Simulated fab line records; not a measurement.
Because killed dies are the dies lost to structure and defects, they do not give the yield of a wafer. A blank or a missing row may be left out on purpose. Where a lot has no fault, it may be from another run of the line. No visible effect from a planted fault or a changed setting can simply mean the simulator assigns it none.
A lot that was struck, set against a sound lot + flow rit-cmos + 14 steps out of a route of 202
Sound: these wafers, L289.1, L289.2, L289.4. Struck: wafers L286.4, L286.5, L286.6. Last of all comes the cause.
Order at every step that has rows: each side's tool, ch and its chambers, its first start. Under that, the readings that differ: sound wafers + struck wafers + difference of the means + sigmas: that difference in standard deviations of wafers without a fault.
alike: same words and numbers on both sides, and readings whose means sit less than 2 such deviations apart. not compared: any withheld reading, any reading some wafer has no value for, any bound like >300 that may hide the same value, and any number with overlapping values for which the record gives no deviation.
A row with sigmas, a row that says differs or no value, or rows on one side alone: a step with any of these is where the two part. Numbers that have no deviation but don't overlap get no sigmas and don't part them. Lack of a reading on every wafer of one side parts them only where that side has two or more wafers.

first, 1 step without rows for these wafers: RIT_SILICIDE_WET_ETCH_00 (etches SiO2 in BOE, target depth 14 nm, time 15 s).
RIT_SILICIDE_SPUTTER_01: material Ti, target thk 30 nm, time 240 s.
  sound: pvd-sputter-02 at day 6 15:11; struck: pvd-sputter-03 at day 5 22:07
  alike: cathode-dc-power-W, throttle-valve-pct
RIT_SILICIDE_RS_MEAS_02: the measuring method here is four-point-probe.
  sound: film-metro-02 at day 6 15:20; struck: film-metro-02 at day 5 22:19
  alike: SILICIDE_TI_RS
RIT_SILICIDE_THK_MEAS_03: measures by xrf.
  sound: film-metro-02 at day 6 15:27; struck: film-metro-02 at day 5 22:25
  alike: SILICIDE_TI_THK
RIT_SILICIDE_RTA_04: time 10 s, ramp up 5 s, ramp down 5 s.
  sound on rtp-anneal-02 ch 0, day 6 15:31; struck on rtp-anneal-01 ch 0, day 5 22:28
  alike: anneal-temp-c-max, wafer_temp_C_max
then, 1 step without rows for these wafers: RIT_SILICIDE_WET_ETCH_05 (etches Ti in SPM, time 120 s).
RIT_SILICIDE_RTA_06: time 10 s, ramp up 5 s, ramp down 10 s.
  sound on rtp-anneal-02 ch 0, day 6 15:37; struck on rtp-anneal-02 ch 0, day 5 22:35
  alike: anneal-temp-c-max, wafer_temp_C_max
RIT_CONTACT_CVD_00: deposits SiO2 from TEOS, target thk 400 nm, time 61 s.
  sound on pecvd-03 ch 0,1,2, day 6 15:41; struck on pecvd-03 ch 0,1,2, day 5 22:38
  alike: heater-power-w, rf-fwd-power-W
RIT_CONTACT_THK_MEAS_01:
  sound: film-metro-03 at day 6 15:44; struck: film-metro-03 at day 5 22:41
  alike: CONTACT_TEOS_THK
then, 3 steps without rows for these wafers: RIT_CONTACT_HMDS_02 (prime time 60 s); RIT_CONTACT_COAT_03 (resist thk 1000 nm); RIT_CONTACT_SOFTBAKE_04 (time 60 s).
RIT_CONTACT_EXPOSE_05: exposes mask M11, target cd 1000 nm.
  sound on iline-stepper-02 ch 0, day 6 16:15; struck on iline-stepper-02, day 5 23:20
  no value came back on the struck wafers for exposure-dose-mJ-cm2, focus-offset-nm (nm); on the sound wafers exposure-dose-mJ-cm2 reads 249.92 250.06 250.29
  alike: mask
after that, 1 step had no rows for these wafers: RIT_CONTACT_PEB_06.

== WHERE THEY PART ==
Only at RIT_CONTACT_EXPOSE_05, within this record.

WHY: what the simulator had put in
Step skipped in full: iline-stepper-02, at RIT_CONTACT_EXPOSE_05, from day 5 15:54 onward. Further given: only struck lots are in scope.
